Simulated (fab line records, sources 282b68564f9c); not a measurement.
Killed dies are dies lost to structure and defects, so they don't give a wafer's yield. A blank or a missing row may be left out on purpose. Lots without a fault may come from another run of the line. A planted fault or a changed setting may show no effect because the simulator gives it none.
fab line records | flow rit_cmos
record lots=14 wafers=42 last_day=7
route steps=202 shown FOX2@80 NLDD@112 PLDD@124 PSD@151 SILICIDE@165
lots that met no fault: from a run of the same line without faults
start_h: hours from the record's first day to the start of the lot's first wafer shown | wait_h: hours since the lot's step before | " the same as in the row above | L1.1+2: a row that stands for several wafers | - no value, or no start given | * or withheld: withheld | < > ~ a bound
route shown NAME@n: a module of which the file shows steps, and the number in the route of the first | usual: mean/standard deviation of fault-free wafers | same: alike in all rows | chamber/n: place in a boat | sites: the reading at each site | _std_site: their standard deviation | _edge_site: outer sites' mean less inner sites' | radius_mm: how far each site lies from the wafer's centre | mask NAME#n: copy n | behind: the tool/chamber that last shaped the wafer | hold: why the lot was held/for how many hours/how that ended | device: the transistor (n, p or np) that didn't switch | end of line: the same wafers' tests at the end of the route | a step without rows: its recipe alone | killed: dies lost to structure and defects at the first sort, not the wafer's yield | map: a wafer's dies, x killed, . not, _ none there
set.NAME: the setting as run; set.NAME@STEP: as run at that earlier step | model.NAME: the simulator's own value behind a step, which no gauge read
steps of the route over a sample of lots; a table a step, a row a wafer
services: from which hour (start_h, from the record's first day; less than 0 if before it) a tool's chamber was out of use, for how many hours, and why
## steps
# step RIT_FOX2_THK_MEAS_91
# recipe reads=SiO2_of_FOX2_OXIDATION_00
# usual FIELD_OXIDE_LEFT_2_THK=255/8.6
# columns lot.wafer tool chamber start_h wait_h FIELD_OXIDE_LEFT_2_THK[nm]
L329.2 film_metro-03 - 38.84 0.0 260
L329.3 " - " " 255
L329.5 " - " " 258
L330.1 film_metro-01 - 43.56 0.0 275
L330.4 " - " " 267
L330.6 " - " " 275
L332.3 film_metro-03 - 53.54 0.0 244
L332.5 " - " " 246
L332.6 " - " " 247
L335.1 film_metro-03 - 70.92 0.0 249
L335.4 " - " " 249
L335.6 " - " " 249
L337.1 film_metro-03 - 81.07 0.0 245
L337.4 " - " " 249
L337.5 " - " " 248
L340.2 film_metro-04 - 95.10 0.0 273
L340.5 " - " " 272
L340.6 " - " " 276
L342.2 film_metro-03 - 105.64 0.0 246
L342.3 " - " " 253
L342.4 " - " " 253
L343.1 film_metro-03 - 112.08 0.0 258
L343.4 " - " " 255
L343.5 " - " " 247
L344.1 film_metro-03 - 113.75 0.0 252
L344.5 " - " " 257
L344.6 " - " " 251
L347.1 film_metro-03 - 130.64 0.0 254
L347.2 " - " " 254
L347.3 " - " " 246
L348.1 film_metro-03 - 135.45 0.0 260
L348.3 " - " " 259
L348.5 " - " " 254
L349.1 film_metro-03 - 140.65 0.0 268
L349.2 " - " " 269
L349.5 " - " " 267
L350.1 film_metro-03 - 144.52 0.0 235
L350.5 " - " " 239
L350.6 " - " " 238
L351.1 film_metro-01 - 149.71 0.0 249
L351.3 " - " " 250
L351.5 " - " " 246
# step RIT_NLDD_STRIP_09
# recipe chemistry=O2 time_s=180 resist=NOVOLAK platen_temp_c=withheld power_w=500 pressure_mtorr=4000 o2_flow_sccm=4000
# usual chamber_pressure_mTorr=4000/3.8 drypump_motor_current_A=5.8/0.33 rf_refl_power_W=5.9/0.94
# columns lot.wafer tool chamber start_h wait_h chamber_pressure_mTorr drypump_motor_current_A rf_hours_counter_h rf_refl_power_W
L329.2 plasma_asher-02 0 50.92 0.1 3994 6.2 42 6.3
L329.3 " 1 " " 3991 5.5 - 5.4
L329.5 " 0 " " 3999 6.2 - 6.2
L330.1 plasma_asher-04 1 53.29 0.1 4002 5.9 40 6.8
L330.4 " 0 " " 4003 5.4 - 4.7
L330.6 " 0 " " 4004 5.4 - 4.7
L332.3 plasma_asher-03 0 65.03 0.1 3996 6.3 - 7.5
L332.5 " 0 " " 4004 6.3 - 7.3
L332.6 " 1 " " 3993 5.8 - 4.7
L335.1 plasma_asher-04 0 83.62 0.1 3999 5.4 42 4.5
L335.4 " 1 " " 3999 5.9 - 6.6
L335.6 " 1 " " 3994 5.9 - 6.7
L337.1 plasma_asher-04 0 92.01 0.1 4003 5.4 43 4.8
L337.4 " 1 " " 4001 5.9 - 6.6
L337.5 " 0 " " 4000 5.4 - 4.8
L340.2 plasma_asher-02 1 105.68 0.1 4000 5.5 48 5.5
L340.5 " 1 " " 4003 5.5 - 5.4
L340.6 " 0 " " 4007 6.2 - 6.3
L342.2 plasma_asher-02 1 119.03 0.1 3999 5.5 49 5.3
L342.3 " 1 " " 3999 5.5 - 5.6
L342.4 " 0 " " 3997 6.2 - 6.1
L343.1 plasma_asher-03 0 122.82 0.1 4003 6.3 32 7.5
L343.4 " 0 " " 4006 6.3 - 7.3
L343.5 " 1 " " 4001 5.8 - 4.9
L344.1 plasma_asher-02 1 127.05 0.1 3994 5.5 50 5.8
L344.5 " 0 " " 3991 6.2 - 6.5
L344.6 " 1 " " 3999 5.5 - 5.3
L347.1 plasma_asher-03 0 141.90 0.1 4008 6.3 34 7.2
L347.2 " 1 " " 4010 5.8 34 5.4
L347.3 " 0 " " 3995 6.3 - 7.5
L348.1 plasma_asher-04 0 147.26 0.1 - - - -
L348.3 " 0 " " - - - -
L348.5 " 0 " " - - - -
L349.1 plasma_asher-02 0 151.26 0.1 - - - -
L349.2 " 1 " " - - - -
L349.5 " 0 " " - - - -
L350.1 plasma_asher-04 1 154.33 0.1 4003 5.9 50 6.6
L350.5 " 1 " " 4004 5.9 - 6.6
L350.6 " 0 " " 3997 5.4 - 4.9
L351.1 plasma_asher-04 0 162.31 0.1 4004 5.4 51 5.0
L351.3 " 0 " " 4003 5.4 - 4.7
L351.5 " 1 " " 3999 5.9 - 7.0
# step RIT_PLDD_TW_MEAS_10
# usual PLDD_TW=2350/12
# columns lot.wafer tool chamber start_h wait_h PLDD_TW
L329.2 film_metro-02 - 52.65 0.1 2359
L329.3 " - " " 2348
L329.5 " - " " 2346
L330.1 film_metro-01 - 55.01 0.1 2356
L330.4 " - " " 2355
L330.6 " - " " 2351
L332.3 film_metro-02 - 66.59 0.1 2349
L332.5 " - " " 2345
L332.6 " - " " 2349
L335.1 film_metro-02 - 85.21 0.1 2358
L335.4 " - " " 2331
L335.6 " - " " 2359
L337.1 film_metro-01 - 93.61 0.1 2356
L337.4 " - " " 2337
L337.5 " - " " 2353
L340.2 film_metro-01 - 107.28 0.1 2346
L340.5 " - " " 2326
L340.6 " - " " 2341
L342.2 film_metro-03 - 120.95 0.1 2371
L342.3 " - " " 2357
L342.4 " - " " 2361
L343.1 film_metro-03 - 124.42 0.1 2366
L343.4 " - " " 2364
L343.5 " - " " 2371
L344.1 film_metro-02 - 128.65 0.1 2352
L344.5 " - " " 2347
L344.6 " - " " 2337
L347.1 film_metro-01 - 143.60 0.1 2345
L347.2 " - " " 2344
L347.3 " - " " 2337
L348.1 film_metro-01 - 149.17 0.1 30
L348.3 " - " " 30
L348.5 " - " " 30
L349.1 film_metro-03 - 152.86 0.1 30
L349.2 " - " " 30
L349.5 " - " " 30
L350.1 film_metro-01 - 156.05 0.1 2340
L350.5 " - " " 2326
L350.6 " - " " 2334
L351.1 film_metro-02 - 164.03 0.1 2341
L351.3 " - " " 2344
L351.5 " - " " 2340
# step RIT_PSD_STRIP_09
# recipe chemistry=O2 time_s=180 resist=NOVOLAK platen_temp_c=withheld power_w=500 pressure_mtorr=4000 o2_flow_sccm=4000
# usual chamber_pressure_mTorr=4000/3.6 drypump_motor_current_A=5.4/0.52 rf_refl_power_W=6.7/1.7
# columns lot.wafer tool chamber start_h wait_h chamber_pressure_mTorr drypump_motor_current_A rf_hours_counter_h rf_refl_power_W
L329.2 plasma_asher-01 0 59.16 0.1 4008 4.9 43 5.8
L329.3 " 0 " " 4001 4.9 - 5.7
L329.5 " 0 " " 4000 5.0 - 6.0
L330.1 plasma_asher-03 0 61.17 0.1 3996 6.3 26 7.6
L330.4 " 1 " " 4006 5.8 - 4.6
L330.6 " 1 " " 3999 5.9 - 4.9
L332.3 plasma_asher-03 1 72.36 0.1 3996 5.8 - 4.6
L332.5 " 0 " " 3999 6.3 - 7.5
L332.6 " 1 " " 4002 5.8 - 5.1
L335.1 plasma_asher-01 1 91.26 0.1 3999 5.0 46 9.2
L335.4 " 0 " " 4002 4.9 - 5.7
L335.6 " 1 " " 3998 5.0 - 9.0
L337.1 plasma_asher-01 1 98.90 0.1 3994 5.0 47 9.0
L337.4 " 0 " " 4004 4.9 - 5.7
L337.5 " 1 " " 4002 5.0 - 9.2
L340.2 plasma_asher-04 0 112.86 0.1 3998 5.5 45 4.7
L340.5 " 0 " " 3998 5.5 - 4.7
L340.6 " 1 " " 4000 5.9 - 6.9
L342.2 plasma_asher-01 0 127.09 0.1 3997 4.9 1 5.9
L342.3 " 0 " " 4007 4.9 - 5.6
L342.4 " 1 " " 3999 5.0 - 9.2
L343.1 plasma_asher-04 0 129.61 0.1 4002 5.4 47 4.8
L343.4 " 1 " " 4006 5.9 - 6.8
L343.5 " 0 " " 3996 5.4 - 5.0
L344.1 plasma_asher-03 0 134.03 0.1 4002 6.3 33 6.9
L344.5 " 0 " " 4000 6.3 - 7.3
L344.6 " 1 " " 4004 5.8 - 5.1
L347.1 plasma_asher-01 0 149.41 0.1 3999 4.9 4 5.7
L347.2 " 1 " " 4003 5.0 4 9.2
L347.3 " 0 " " 4007 4.9 - 5.7
L348.1 plasma_asher-03 1 154.46 0.1 4008 5.8 35 4.8
L348.3 " 1 " " 4006 5.8 - 4.8
L348.5 " 1 " " 4005 5.9 - 5.1
L349.1 plasma_asher-01 0 158.02 0.1 3999 4.9 5 5.5
L349.2 " 1 " " 3997 5.0 5 9.1
L349.5 " 0 " " 4001 4.9 - 5.4
L350.1 plasma_asher-01 1 161.69 0.1 3997 5.0 5 9.3
L350.5 " 0 " " 4002 4.9 - 5.8
L350.6 " 1 " " 4005 5.0 - 9.1
L351.1 plasma_asher-01 0 169.36 0.1 4005 4.9 6 6.0
L351.3 " 1 " " 3997 5.0 - 9.0
L351.5 " 1 " " 4003 5.0 - 9.0
# step RIT_SILICIDE_RTA_04
# recipe temp_c=650 time_s=10 idle_temp_c=25 ramp_up_s=5 ramp_down_s=5 cool_to_c=25 ambient=N2
# usual wafer_temp_C_max=653.3/0.71
# columns lot.wafer tool chamber start_h wait_h wafer_temp_C_max
L329.2 rtp_anneal-01 0 60.87 0.1 653.7
L329.3 " 0 " " 653.6
L329.5 " 0 " " 653.4
L330.1 rtp_anneal-02 0 62.68 0.1 653.3
L330.4 " 0 " " 653.4
L330.6 " 0 " " 653.1
L332.3 rtp_anneal-02 0 73.81 0.1 653.8
L332.5 " 0 " " 653.6
L332.6 " 0 " " 654.6
L335.1 rtp_anneal-01 0 92.77 0.1 652.6
L335.4 " 0 " " 652.6
L335.6 " 0 " " 652.4
L337.1 rtp_anneal-01 0 100.41 0.1 652.8
L337.4 " 0 " " 652.5
L337.5 " 0 " " 653.4
L340.2 rtp_anneal-01 0 114.39 0.1 652.1
L340.5 " 0 " " 653.7
L340.6 " 0 " " 652.2
L342.2 rtp_anneal-02 0 128.77 0.1 653.8
L342.3 " 0 " " 654.2
L342.4 " 0 " " 653.9
L343.1 rtp_anneal-01 0 131.09 0.1 652.9
L343.4 " 0 " " 654.0
L343.5 " 0 " " 653.9
L344.1 rtp_anneal-02 0 135.54 0.1 653.3
L344.5 " 0 " " 654.4
L344.6 " 0 " " 652.9
L347.1 rtp_anneal-01 0 150.92 0.1 654.5
L347.2 " 0 " " 653.5
L347.3 " 0 " " 652.6
L348.1 rtp_anneal-02 0 155.96 0.1 653.0
L348.3 " 0 " " 653.8
L348.5 " 0 " " 652.6
L349.1 rtp_anneal-01 0 159.52 0.1 652.9
L349.2 " 0 " " 653.0
L349.5 " 0 " " 652.8
L350.1 rtp_anneal-02 0 163.17 0.1 653.1
L350.5 " 0 " " 652.6
L350.6 " 0 " " 653.2
L351.1 rtp_anneal-01 0 170.89 0.1 652.5
L351.3 " 0 " " 652.7
L351.5 " 0 " " 653.1
## services
# columns tool chamber start_h hours kind
plasma_asher-01 - 40.16 3.9 repair
plasma_asher-04 - 46.52 3.4 repair
plasma_asher-02 - 52.80 3.8 repair
plasma_asher-04 - 59.29 5.9 repair
plasma_asher-04 - 68.83 0.6 repair
plasma_asher-03 - 101.48 7.2 repair
plasma_asher-01 - 108.75 9.0 pm
plasma_asher-01 0 108.75 9.0 vent_cycle
plasma_asher-01 1 108.75 9.0 vent_cycle
plasma_asher-01 0 117.75 - clean
plasma_asher-01 1 117.75 - clean
## key
first_sign step=RIT_NLDD_STRIP_09 reading=tool_record direction=missing
effect step=RIT_PLDD_TW_MEAS_10 reading=PLDD_TW direction=down sigmas=99+ usual=2350 struck=30
met_at RIT_NLDD_STRIP_09
struck_lots L348,L349
rows_end L348.1,L348.3,L348.5,L349.1,L349.2,L349.5
not_acting_at RIT_FOX2_THK_MEAS_91,RIT_PSD_STRIP_09,RIT_SILICIDE_RTA_04
onset_between 127.05 147.26
fault kind=skipped_step_whole tool=plasma_asher-02,plasma_asher-04 chamber=- onset_h=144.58 steps=RIT_NLDD_STRIP_09 scope=struck_lots_only
# rows_end: these wafers met a further fault down the route, and their rows from its step on are left out
